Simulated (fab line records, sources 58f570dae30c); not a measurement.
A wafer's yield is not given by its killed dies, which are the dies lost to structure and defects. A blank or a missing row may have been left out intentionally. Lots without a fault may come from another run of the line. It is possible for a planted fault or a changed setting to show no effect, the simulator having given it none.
Which tool did it? + flow berkeley cmos170 + 14 lots, 42 wafers sampled, at 2 steps of a route of 331

WHAT EACH GAUGE READ, for each wafer
Not one reading of a measure or inspect step in the record can be checked against a usual standard deviation.

WHICH TOOL RAN EACH LOT (tool, then ch and the chambers of the sampled wafers, then the start)
| lot  | UCB170_NWELL_ETCH_13              | UCB170_NWELL_STRIP_15               |
|------|-----------------------------------|-------------------------------------|
| L755 | rie diel-01 ch 1,2,3, day 2 04:21 | plasma asher-04 ch 0,1, day 2 04:36 |
| L757 | rie diel-04 ch 2,3, day 2 12:34   | plasma asher-04 ch 0,1, day 2 12:51 |
| L758 | rie diel-04 ch 0,2, day 2 20:43   | plasma asher-02 ch 0, day 2 20:58   |
| L761 | rie diel-04 ch 1,2,3, day 3 15:29 | plasma asher-02 ch 0,1, day 3 15:44 |
| L762 | rie diel-04 ch 0,1,3, day 3 23:59 | plasma asher-04 ch 0,1, day 4 00:14 |
| L763 | rie diel-01 ch 0,1, day 4 06:52   | plasma asher-04 ch 0,1, day 4 07:07 |
| L764 | rie diel-04 ch 1,2,3, day 4 07:08 | plasma asher-02 ch 0,1, day 4 07:26 |
| L765 | rie diel-03 ch 1,2, day 4 12:50   | plasma asher-01 ch 0,1, day 4 13:07 |
| L768 | rie diel-03 ch 0,1,2, day 4 20:40 | plasma asher-01 ch 0,1, day 4 20:55 |
| L767 | rie diel-01 ch 0,1,3, day 4 20:49 | plasma asher-02 ch 0,1, day 4 21:04 |
| L774 | rie diel-01 ch 0,3, day 6 09:17   | plasma asher-01 ch 0,1, day 6 09:32 |
| L775 | rie diel-01 ch 1,2,3, day 6 16:15 | plasma asher-02 ch 0,1, day 6 16:30 |
| L777 | rie diel-04 ch 0,1, day 6 19:58   | plasma asher-04 ch 0,1, day 6 20:13 |
| L778 | rie diel-04 ch 0,2,3, day 7 06:25 | plasma asher-01 ch 0,1, day 7 06:40 |
- UCB170_NWELL_ETCH_13: etches Si3N4 in CH3F/Ar/O2, stops on SiO2, target depth 246.4 nm, time 154 s.
- UCB170_NWELL_STRIP_15: strips in O2.

WHAT THE TOOLS THEMSELVES READ (means of the sampled wafers that have a number; where no wafer has one, the mark that the record gives instead)
UCB170_NWELL_ETCH_13.
| lot  | tool        | CH3F_flow_sccm (sccm) | O2_flow_sccm (sccm) | drypump motor current A (A) | mfc ar sccm (sccm) | oes product au (a.u.) | throttle valve pct (%) |
|------|-------------|-----------------------|---------------------|-----------------------------|--------------------|-----------------------|------------------------|
| L755 | rie diel-01 | 20.02                 | 6.974               | 5.5                         | 50.00              | 0.943                 | 8.06                   |
| L757 | rie diel-04 | 19.98                 | 6.986               | 6.0                         | 50.03              | 0.928                 | 7.88                   |
| L758 | rie diel-04 | 19.97                 | 7.002               | 5.2                         | 50.10              | 0.938                 | 7.91                   |
| L761 | rie diel-04 | 20.02                 | 6.995               | 5.6                         | 50.01              | 0.932                 | 7.96                   |
| L762 | rie diel-04 | 20.07                 | 6.988               | 5.6                         | 49.95              | 0.940                 | 7.90                   |
| L763 | rie diel-01 | 19.99                 | 7.009               | 6.1                         | 50.01              | 0.959                 | 8.19                   |
| L764 | rie diel-04 | 19.94                 | 6.993               | 5.7                         | 49.93              | 0.928                 | 7.96                   |
| L765 | rie diel-03 | 20.01                 | 7.004               | 5.6                         | 50.07              | 0.939                 | 8.14                   |
| L768 | rie diel-03 | 19.99                 | 7.008               | 5.8                         | 50.11              | 0.938                 | 8.02                   |
| L767 | rie diel-01 | 20.01                 | 6.962               | 5.7                         | 49.95              | 0.949                 | 8.10                   |
| L774 | rie diel-01 | -                     | -                   | -                           | -                  | -                     | -                      |
| L775 | rie diel-01 | -                     | -                   | -                           | -                  | -                     | -                      |
| L777 | rie diel-04 | 20.02                 | 6.993               | 5.2                         | 50.10              | 0.951                 | 7.86                   |
| L778 | rie diel-04 | 20.00                 | 7.011               | 5.6                         | 49.93              | 0.944                 | 7.87                   |

UCB170_NWELL_STRIP_15.
| lot  | tool            | drypump motor current A (A) | oes product au (a.u.) | strip time to endpoint s (s) |
|------|-----------------|-----------------------------|-----------------------|------------------------------|
| L755 | plasma asher-04 | 6.5                         | 0.716                 | 17.97                        |
| L757 | plasma asher-04 | 6.5                         | 0.718                 | 17.93                        |
| L758 | plasma asher-02 | 5.6                         | 0.721                 | 17.99                        |
| L761 | plasma asher-02 | 6.1                         | 0.723                 | 18.06                        |
| L762 | plasma asher-04 | 6.5                         | 0.717                 | 18.01                        |
| L763 | plasma asher-04 | 6.5                         | 0.716                 | 18.12                        |
| L764 | plasma asher-02 | 5.9                         | 0.718                 | 18.01                        |
| L765 | plasma asher-01 | 5.1                         | 0.721                 | 18.05                        |
| L768 | plasma asher-01 | 5.5                         | 0.723                 | 17.95                        |
| L767 | plasma asher-02 | 5.9                         | 0.722                 | 18.13                        |
| L774 | plasma asher-01 | 5.5                         | 0.734                 | 21.62                        |
| L775 | plasma asher-02 | 6.1                         | 0.736                 | 21.69                        |
| L777 | plasma asher-04 | 6.5                         | 0.719                 | 18.03                        |
| L778 | plasma asher-01 | 5.5                         | 0.722                 | 18.06                        |

THE ANSWER, worked out from the rows above alone
Rule: usual is defined by the lots themselves. Put in order of their means at a reading, lots are off if they are a third of the lots or fewer, leave a main group of 4 or more, and stand apart from it by a gap of 3 or more times the standard deviation of the main group's means; of several such gaps the widest counts. The tables above print the reading to a certain number of digits; a main group whose means all agree to those digits is not used. A lot without any number at a reading at which 4 lots or more have one is off too. The other lots that the step has rows for count as sound. After the gauges, taken in route order, come the tools' own readings; for these a lot's mean is taken, as printed above. The first step at which some lot is off is used, and at that step the reading that is off furthest; a lot without a number counts as furthest.
Off: L774, L775, at UCB170_NWELL_ETCH_13 (CH3F_flow_sccm). Without a number there: L774, L775. Main group: mean 20.00 sccm, sd 0.031.
If a tool, at that step or one of the process steps before it, ran each lot that is off and ran no sound lot following the first of them, it fits. One fits: rie diel-01 at UCB170_NWELL_ETCH_13. A fault onset in the window from L767 (day 4 20:49, its last sound lot) to L774 (day 6 09:17, its first lot off) fits.
Blank at UCB170_NWELL_ETCH_13 on the lots that are off, where sound lots have numbers: CH3F_flow_sccm, O2_flow_sccm, drypump motor current A, mfc ar sccm, oes product au, throttle valve pct.

WHAT THE SIMULATOR HAD INSERTED
Beginning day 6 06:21, the whole step at UCB170_NWELL_ETCH_13 was skipped on rie diel-01. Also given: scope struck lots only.
Struck lots among those shown: L774, L775. Same finding as the rule above.
